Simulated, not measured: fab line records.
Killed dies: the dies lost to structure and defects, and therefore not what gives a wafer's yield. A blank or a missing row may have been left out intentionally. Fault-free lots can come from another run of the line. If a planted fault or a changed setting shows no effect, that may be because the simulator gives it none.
fab line records	flow rit-cmos
record lots=5	wafers=15	last-day=7
route steps=202 shown PWELL@44 WELLDRIVE@50 NWELL@51 NRETRO@53 PRETRO@64 GATE@75 M1@202
lots that met no fault: from a run of the same line without faults
start-h: hours from the record's opening day to when the first of the lot's shown wafers began	wait-h: how many hours have passed since the lot's step before this one	" identical to the entry in the row above	L1.1+2: a row that stands for several wafers	- either no value or no given start	* or withheld: withheld	< > ~ a bound
route shown NAME@n: NAME is a module with steps in the file, n the number in the route of the first one	usual: the fault-free wafers' mean and standard deviation	same: alike in all rows	chamber/n: place in a boat	sites: each site's reading	_std_site: standard deviation across them	_edge_site: the outer-site mean with the inner-site mean subtracted	radius-mm: for every site, how far away it sits from the centre of the wafer	mask NAME#n: copy n	behind: the tool/chamber that last shaped the wafer	hold: why the lot was held/for how many hours/how that ended	device: the n, p or np transistor that did not switch	end of line: the same wafers' tests at the end of the route	where a step has no rows: the recipe by itself	killed: at the first sort, the dies lost to defects and structure; wafer yield is something else	map: a wafer's dies, x killed, . not, _ none there
set.NAME: the setting as run; set.NAME@STEP: as run at that earlier step	model.NAME: the simulator's own value behind a step, which no gauge read
lots seen at some steps along the route; tables by step, rows by wafer
services: a tool's chamber out of use, with start hour (start-h, from the record's first day; less than 0 if before it), hours out, and reason
## steps
# step RIT_PWELL_DEVELOP_05
# recipe resist=NOVOLAK	develop-time-s=68	dev-temp-c=23
# step RIT_PWELL_OVL_MEAS_06
# usual PWELL_OVL=0.0/1.4
lot.wafer	tool	chamber	start-h	wait-h	PWELL_OVL[nm]
L617.2	overlay-01	-	23.62	-	-0.7
L617.3	"	-	"	"	-0.9
L617.5	"	-	"	"	-0.8
L620.1	overlay-01	-	40.56	-	1.5
L620.2	"	-	"	"	0.6
L620.6	"	-	"	"	2.6
L624.1	overlay-02	-	58.98	-	-0.8
L624.2	"	-	"	"	-1.9
L624.5	"	-	"	"	-1.7
L632.2	overlay-01	-	98.47	-	1.3
L632.3	"	-	"	"	1.2
L632.4	"	-	"	"	0.4
L636.2	overlay-02	-	119.06	-	0.2
L636.3	"	-	"	"	1.5
L636.5	"	-	"	"	-0.2
# step RIT_PWELL_HARDBAKE_07
# recipe resist=NOVOLAK	temp-c=140	time-s=120
# step RIT_PWELL_IMPLANT_08
# recipe species=B	energy-kev=170	dose-cm2=7e+13	tilt-deg=7
# step RIT_PWELL_STRIP_09
# recipe chemistry=O2	time-s=180	resist=NOVOLAK	platen-temp-c=withheld	power-w=500	pressure-mtorr=4000	o2-flow-sccm=3934
# usual drypump-motor-current-A=5.3/0.45
# same time-s=180
lot.wafer	tool	chamber	start-h	wait-h	drypump-motor-current-A	rf-hours-counter-h
L617.2	plasma-asher-01	0	24.05	0.1	5.4	39
L617.3	"	1	"	"	4.8	-
L617.5	"	1	"	"	4.8	-
L620.1	plasma-asher-01	1	41.25	0.1	4.8	41
L620.2	"	0	"	"	5.4	41
L620.6	"	0	"	"	5.4	-
L624.1	plasma-asher-03	1	59.42	0.1	5.9	45
L624.2	"	0	"	"	5.0	45
L624.5	"	1	"	"	5.9	-
L632.2	plasma-asher-01	1	98.90	0.1	4.8	48
L632.3	"	1	"	"	4.8	-
L632.4	"	0	"	"	5.4	-
L636.2	plasma-asher-03	1	119.49	0.1	5.9	50
L636.3	"	1	"	"	5.9	-
L636.5	"	1	"	"	5.9	-
# step RIT_PWELL_TW_MEAS_10
# usual PWELL_TW=946/9.8
lot.wafer	tool	chamber	start-h	wait-h	PWELL_TW
L617.2	film-metro-01	-	24.23	0.1	930
L617.3	"	-	"	"	932
L617.5	"	-	"	"	931
L620.1	film-metro-04	-	41.42	0.1	957
L620.2	"	-	"	"	955
L620.6	"	-	"	"	956
L624.1	film-metro-02	-	59.59	0.1	951
L624.2	"	-	"	"	954
L624.5	"	-	"	"	952
L632.2	film-metro-02	-	99.09	0.1	946
L632.3	"	-	"	"	949
L632.4	"	-	"	"	952
L636.2	film-metro-02	-	119.67	0.1	947
L636.3	"	-	"	"	945
L636.5	"	-	"	"	947
# step RIT_WELLDRIVE_ANNEAL_00
# recipe temp-c=1100	time-s=14700	ambient=N2
# step RIT_WELLDRIVE_RS_MEAS_01
# recipe thk-meas-gauge=four-point-probe
# usual NWELL_RS=275.4/0.82
lot.wafer	tool	chamber	start-h	wait-h	NWELL_RS[ohm/sq]
L617.2	film-metro-01	-	30.39	0.0	274.3
L617.3	"	-	"	"	275.2
L617.5	"	-	"	"	273.9
L620.1	film-metro-02	-	46.56	0.0	277.1
L620.2	"	-	"	"	276.6
L620.6	"	-	"	"	276.4
L624.1	film-metro-01	-	64.80	0.0	275.4
L624.2	"	-	"	"	275.0
L624.5	"	-	"	"	276.3
L632.2	film-metro-02	-	104.24	0.0	274.8
L632.3	"	-	"	"	276.0
L632.4	"	-	"	"	275.4
L636.2	film-metro-04	-	125.14	0.0	277.3
L636.3	"	-	"	"	276.8
L636.5	"	-	"	"	276.8
# step RIT_WELLDRIVE_RS_MEAS_02
# recipe thk-meas-gauge=four-point-probe
# usual PWELL_RS=429.1/1.3
lot.wafer	tool	chamber	start-h	wait-h	PWELL_RS[ohm/sq]
L617.2	film-metro-01	-	30.51	0.1	428.6
L617.3	"	-	"	"	428.7
L617.5	"	-	"	"	428.5
L620.1	film-metro-02	-	46.68	0.1	428.5
L620.2	"	-	"	"	427.8
L620.6	"	-	"	"	427.2
L624.1	film-metro-01	-	64.92	0.1	428.6
L624.2	"	-	"	"	428.7
L624.5	"	-	"	"	429.1
L632.2	film-metro-02	-	104.36	0.1	430.1
L632.3	"	-	"	"	428.3
L632.4	"	-	"	"	428.3
L636.2	film-metro-04	-	125.26	0.1	430.2
L636.3	"	-	"	"	430.3
L636.5	"	-	"	"	431.1
# step RIT_NRETRO_HMDS_00
# recipe prime-time-s=60	prime-temp-c=140
# step RIT_NRETRO_COAT_01
# recipe resist=NOVOLAK	spin-rpm=2000	resist-thk-nm=1300
# step RIT_NRETRO_SOFTBAKE_02
# recipe resist=NOVOLAK	temp-c=90	time-s=60
# step RIT_NRETRO_EXPOSE_03
# recipe mask-id=M4	na=0.57	target-cd-nm=43900	dose-mj=250
# same na=0.57
lot.wafer	tool	chamber	start-h	wait-h	mask
L617.2+3+5	iline-stepper-02	0	31.08	0.1	M4#0
L620.1+2+6	iline-stepper-02	0	47.38	0.2	M4#0
L624.1+2+5	iline-stepper-02	0	65.49	0.1	M5#0
L632.2+3+4	iline-stepper-01	0	105.05	0.2	M4#0
L636.2+3+5	iline-stepper-02	0	125.83	0.1	M4#0
# step RIT_NRETRO_PEB_04
# recipe resist=NOVOLAK	temp-c=withheld	time-s=withheld
# step RIT_NRETRO_DEVELOP_05
# recipe resist=NOVOLAK	develop-time-s=68	dev-temp-c=23
# step RIT_NRETRO_OVL_MEAS_06
# usual NRETRO_OVL=-1.4/1.1
lot.wafer	tool	chamber	start-h	wait-h	NRETRO_OVL[nm]
L617.2	overlay-02	-	31.50	-	-2.0
L617.3	"	-	"	"	-2.1
L617.5	"	-	"	"	-0.7
L620.1	overlay-02	-	47.81	-	-2.0
L620.2	"	-	"	"	-1.2
L620.6	"	-	"	"	-3.1
L624.1	overlay-02	-	65.92	-	-
L624.2	"	-	"	"	-
L624.5	"	-	"	"	-
L632.2	overlay-01	-	105.47	-	-0.9
L632.3	"	-	"	"	-1.5
L632.4	"	-	"	"	-1.2
L636.2	overlay-01	-	126.24	-	0.7
L636.3	"	-	"	"	-0.2
L636.5	"	-	"	"	0.0
# step RIT_NRETRO_HARDBAKE_07
# recipe resist=NOVOLAK	temp-c=140	time-s=120
# step RIT_NRETRO_IMPLANT_08
# recipe species=P	energy-kev=70	dose-cm2=9.825e+12	tilt-deg=7
# step RIT_NRETRO_STRIP_09
# recipe chemistry=O2	time-s=180	resist=NOVOLAK	platen-temp-c=withheld	power-w=500	pressure-mtorr=4000	o2-flow-sccm=4000
# usual drypump-motor-current-A=5.5/0.42
# same time-s=180
lot.wafer	tool	chamber	start-h	wait-h	drypump-motor-current-A	rf-hours-counter-h
L617.2	plasma-asher-02	0	31.93	0.1	5.9	38
L617.3	"	0	"	"	5.9	-
L617.5	"	0	"	"	5.9	-
L620.1	plasma-asher-04	1	48.24	0.1	5.5	21
L620.2	"	0	"	"	5.6	21
L620.6	"	1	"	"	5.5	-
L624.1	plasma-asher-02	0	66.35	0.1	5.9	41
L624.2	"	1	"	"	6.0	41
L624.5	"	1	"	"	6.0	-
L632.2	plasma-asher-01	1	105.90	0.1	4.8	49
L632.3	"	1	"	"	4.8	-
L632.4	"	0	"	"	5.4	-
L636.2	plasma-asher-02	1	126.67	0.1	6.0	1
L636.3	"	1	"	"	6.0	-
L636.5	"	1	"	"	6.0	-
# step RIT_NRETRO_TW_MEAS_10
# usual NRETRO_TW=1047/7.6
lot.wafer	tool	chamber	start-h	wait-h	NRETRO_TW
L617.2	film-metro-03	-	32.12	0.1	1042
L617.3	"	-	"	"	1047
L617.5	"	-	"	"	1046
L620.1	film-metro-02	-	48.42	0.1	1044
L620.2	"	-	"	"	1043
L620.6	"	-	"	"	1039
L624.1	film-metro-02	-	66.53	0.1	30
L624.2	"	-	"	"	30
L624.5	"	-	"	"	30
L632.2	film-metro-02	-	106.09	0.1	1043
L632.3	"	-	"	"	1035
L632.4	"	-	"	"	1035
L636.2	film-metro-03	-	126.86	0.1	1056
L636.3	"	-	"	"	1062
L636.5	"	-	"	"	1059
# step RIT_PRETRO_HMDS_00
# recipe prime-time-s=60	prime-temp-c=140
# step RIT_PRETRO_COAT_01
# recipe resist=NOVOLAK	spin-rpm=2000	resist-thk-nm=1300
# step RIT_PRETRO_SOFTBAKE_02
# recipe resist=NOVOLAK	temp-c=90	time-s=60
# step RIT_PRETRO_EXPOSE_03
# recipe mask-id=M5	na=0.57	target-cd-nm=43700	dose-mj=250
# step RIT_PRETRO_PEB_04
# recipe resist=NOVOLAK	temp-c=withheld	time-s=withheld
# step RIT_PRETRO_DEVELOP_05
# recipe resist=NOVOLAK	develop-time-s=68	dev-temp-c=23
# step RIT_PRETRO_OVL_MEAS_06
# usual PRETRO_OVL=-0.9/1.3
lot.wafer	tool	chamber	start-h	wait-h	PRETRO_OVL[nm]
L617.2	overlay-01	-	33.18	-	-1.8
L617.3	"	-	"	"	-2.2
L617.5	"	-	"	"	-1.5
L620.1	overlay-01	-	49.36	-	2.2
L620.2	"	-	"	"	0.8
L620.6	"	-	"	"	2.3
L624.1	overlay-01	-	67.47	-	0.2
L624.2	"	-	"	"	-1.1
L624.5	"	-	"	"	-1.0
L632.2	overlay-01	-	107.16	-	-1.3
L632.3	"	-	"	"	-2.5
L632.4	"	-	"	"	-2.9
L636.2	overlay-02	-	127.96	-	-2.0
L636.3	"	-	"	"	-1.4
L636.5	"	-	"	"	-2.6
# step RIT_PRETRO_HARDBAKE_07
# recipe resist=NOVOLAK	temp-c=140	time-s=120
# step RIT_PRETRO_IMPLANT_08
# recipe species=B	energy-kev=45	dose-cm2=1.2e+13	tilt-deg=7
# step RIT_PRETRO_STRIP_09
# recipe chemistry=O2	time-s=180	resist=NOVOLAK	platen-temp-c=withheld	power-w=491.1	pressure-mtorr=4000	o2-flow-sccm=4000
# usual drypump-motor-current-A=5.6/0.38
# same time-s=180
lot.wafer	tool	chamber	start-h	wait-h	drypump-motor-current-A	rf-hours-counter-h
L617.2	plasma-asher-02	1	33.61	0.1	6.0	38
L617.3	"	0	"	"	5.9	-
L617.5	"	0	"	"	5.9	-
L620.1	plasma-asher-04	1	49.80	0.1	5.5	21
L620.2	"	0	"	"	5.6	21
L620.6	"	1	"	"	5.5	-
L624.1	plasma-asher-02	1	67.90	0.1	6.0	41
L624.2	"	0	"	"	5.9	41
L624.5	"	1	"	"	6.0	-
L632.2	plasma-asher-03	0	107.59	0.1	5.0	49
L632.3	"	1	"	"	5.9	-
L632.4	"	0	"	"	5.0	-
L636.2	plasma-asher-04	1	128.39	0.1	5.5	29
L636.3	"	0	"	"	5.6	-
L636.5	"	0	"	"	5.6	-
# step RIT_PRETRO_TW_MEAS_10
# usual PRETRO_TW=474/5
lot.wafer	tool	chamber	start-h	wait-h	PRETRO_TW
L617.2	film-metro-02	-	33.79	0.1	474
L617.3	"	-	"	"	477
L617.5	"	-	"	"	474
L620.1	film-metro-01	-	49.97	0.1	466
L620.2	"	-	"	"	467
L620.6	"	-	"	"	466
L624.1	film-metro-02	-	68.08	0.1	1063
L624.2	"	-	"	"	1073
L624.5	"	-	"	"	1061
L632.2	film-metro-01	-	107.77	0.1	468
L632.3	"	-	"	"	468
L632.4	"	-	"	"	467
L636.2	film-metro-03	-	128.58	0.1	480
L636.3	"	-	"	"	480
L636.5	"	-	"	"	479
# step RIT_GATE_WET_ETCH_00
# recipe chemistry=BOE	target=SiO2	target-depth-nm=56	time-s=60	dry=n2-spin	dilution=10:1	temp-c=21.5
# step RIT_M1_PROBE_99
# usual killed-at-front-end=6.6/2.9	killed-dies=6.6/3	killed-on-rim=1.7/1.4	killed-open=3.4/2	killed-short=3.2/2
# same gross-dies=264	killed_at_M0_to_M3=0	killed_at_M4_up=0	killed-at-back-side=0	killed-at-contacts=0	killed-at-other=0
lot.wafer	tool	chamber	start-h	wait-h	killed-at-front-end	killed-dies	killed-on-rim	killed-open	killed-short
L617.2	prober-01	-	60.86	0.1	11	11	2	3	8
L617.3	prober-01	-	60.91	0.2	12	12	4	7	5
L617.5	prober-01	-	61.01	0.2	5	5	3	2	3
L624.1	prober-01	-	94.04	0.1	264	264	70	2	2
L624.2	prober-01	-	94.09	0.1	264	264	70	3	3
L624.5	prober-01	-	94.24	0.2	264	264	70	4	4
L632.2	prober-01	-	132.87	0.1	6	6	1	2	4
L632.3	prober-01	-	132.92	0.2	5	5	2	4	1
L632.4	prober-01	-	132.97	0.2	4	4	0	1	3
L636.2	prober-01	-	157.51	0.1	8	8	2	5	3
L636.3	prober-01	-	157.56	0.2	5	5	3	2	3
L636.5	prober-01	-	157.66	0.2	5	5	3	2	3
# killed by level:class
L617.2 GATE:geometric-particle:short=2 REOX:geometric-particle:short=2 SPACER:geometric-particle:short=2 FOX1:geometric-particle:short=1 FOX2:geometric-particle:short=1 GATE:geometric-particle:open=1 REOX:geometric-particle:open=1 SPACER:geometric-particle:open=1
L617.3 FOX1:geometric-particle:open=3 GATE:geometric-particle:open=3 FOX1:geometric-particle:short=2 ACTIVE:geometric-particle:short=1 GATE:geometric-particle:short=1 REOX:geometric-particle:open=1 REOX:geometric-particle:short=1
L617.5 SPACER:geometric-particle:short=2 GATE:geometric-particle:short=1 GATE:geometric-particle:open=1 SPACER:geometric-particle:open=1
L624.1 NRETRO:area-expose=260 SPACER:geometric-particle:open=2 FOX2:geometric-particle:short=1 SPACER:geometric-particle:short=1
L624.2 NRETRO:area-expose=258 SILICIDE:geometric-particle:open=3 SPACER:geometric-particle:short=2 SILICIDE:geometric-particle:short=1
L624.5 NRETRO:area-expose=256 REOX:geometric-particle:open=3 SPACER:geometric-particle:short=2 FOX2:geometric-particle:short=1 GATE:geometric-particle:short=1 SILICIDE:geometric-particle:open=1
L632.2 GATE:geometric-particle:open=2 GATE:geometric-particle:short=2 REOX:geometric-particle:short=1 SPACER:geometric-particle:short=1
L632.3 GATE:geometric-particle:open=2 FOX1:geometric-particle:open=1 GATE:geometric-particle:short=1 REOX:geometric-particle:open=1
L632.4 SILICIDE:geometric-particle:short=2 SPACER:geometric-particle:short=1 SILICIDE:geometric-particle:open=1
L636.2 GATE:geometric-particle:short=3 SPACER:geometric-particle:open=2 FOX2:geometric-particle:open=1 GATE:geometric-particle:open=1 REOX:geometric-particle:open=1
L636.3 FOX2:geometric-particle:short=1 GATE:geometric-particle:short=1 GATE:geometric-particle:open=1 SILICIDE:geometric-particle:short=1 SILICIDE:geometric-particle:open=1
L636.5 GATE:geometric-particle:short=2 FOX2:geometric-particle:open=1 GATE:geometric-particle:open=1 SPACER:geometric-particle:short=1
# map L624.1 (x killed, . not)
________xxxxxxx_______
_____xxxxxxxxxxxxx____
____xxxxxxxxxxxxxxx___
___xxxxxxxxxxxxxxxxx__
__xxxxxxxxxxxxxxxxxxx_
__xxxxxxxxxxxxxxxxxxx_
_xxxxxxxxxxxxxxxxxxxxx
_xxxxxxxxxxxxxxxxxxxxx
_xxxxxxxxxxxxxxxxxxxxx
_xxxxxxxxxxxxxxxxxxxxx
__xxxxxxxxxxxxxxxxxxx_
__xxxxxxxxxxxxxxxxxxx_
___xxxxxxxxxxxxxxxxx__
____xxxxxxxxxxxxxxx___
_____xxxxxxxxxxxxx____
________xxxxxxx_______
# map L617.3 (x killed, . not)
________..x...x_______
_____.............____
____.......xx....x.___
___.................__
__..................._
__..........x........_
_.....................
_.......x.............
_.....................
_...x.................
__..............x...._
__..................._
___.................__
____...........x...___
_____.......x.....____
________x......_______
## services
tool	chamber	start-h	hours	kind
plasma-asher-04	-	33.20	1.2	repair
plasma-asher-02	-	43.47	2.2	repair
plasma-asher-03	-	68.20	8.0	repair
plasma-asher-04	-	69.16	10.0	pm
iline-stepper-01	-	75.87	4.3	pm
plasma-asher-01	-	90.33	1.3	repair
plasma-asher-04	-	95.39	2.0	repair
plasma-asher-02	-	108.75	9.0	pm
plasma-asher-02	0	108.75	9.0	vent-cycle
plasma-asher-02	1	108.75	9.0	vent-cycle
plasma-asher-02	0	117.75	-	clean
plasma-asher-02	1	117.75	-	clean
## key
first-sign step=RIT_NRETRO_EXPOSE_03	reading=mask	direction=changed
effect step=RIT_NRETRO_OVL_MEAS_06	reading=NRETRO_OVL	direction=missing
effect step=RIT_NRETRO_TW_MEAS_10	reading=NRETRO_TW	direction=down	sigmas=99+	usual=1047	struck=30
effect step=RIT_PRETRO_TW_MEAS_10	reading=PRETRO_TW	direction=up	sigmas=99+	usual=474	struck=1065
effect step=RIT_M1_PROBE_99	reading=killed-at-front-end	direction=up	sigmas=88	usual=6.6	struck=264
more-kills-born-at RIT_NRETRO_EXPOSE_03@iline-stepper-02=774
met-at RIT_NRETRO_EXPOSE_03
struck-wafers L624.1,L624.2,L624.5
tester-left-out L624
onset-between 47.38 65.49
fault kind=wrong-mask	tool=any	chamber=-	onset-h=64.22	steps=RIT_NRETRO_EXPOSE_03	aux-copy=M5#0	scope=struck-lots-only
# tester-left-out: of these lots the tester's yield and bins aren't shown, on N5 and GAA mostly nor the transistor test; their killed dies are dies lost to structure and defects alone, not to doping, threshold or leakage, so they don't give the yield
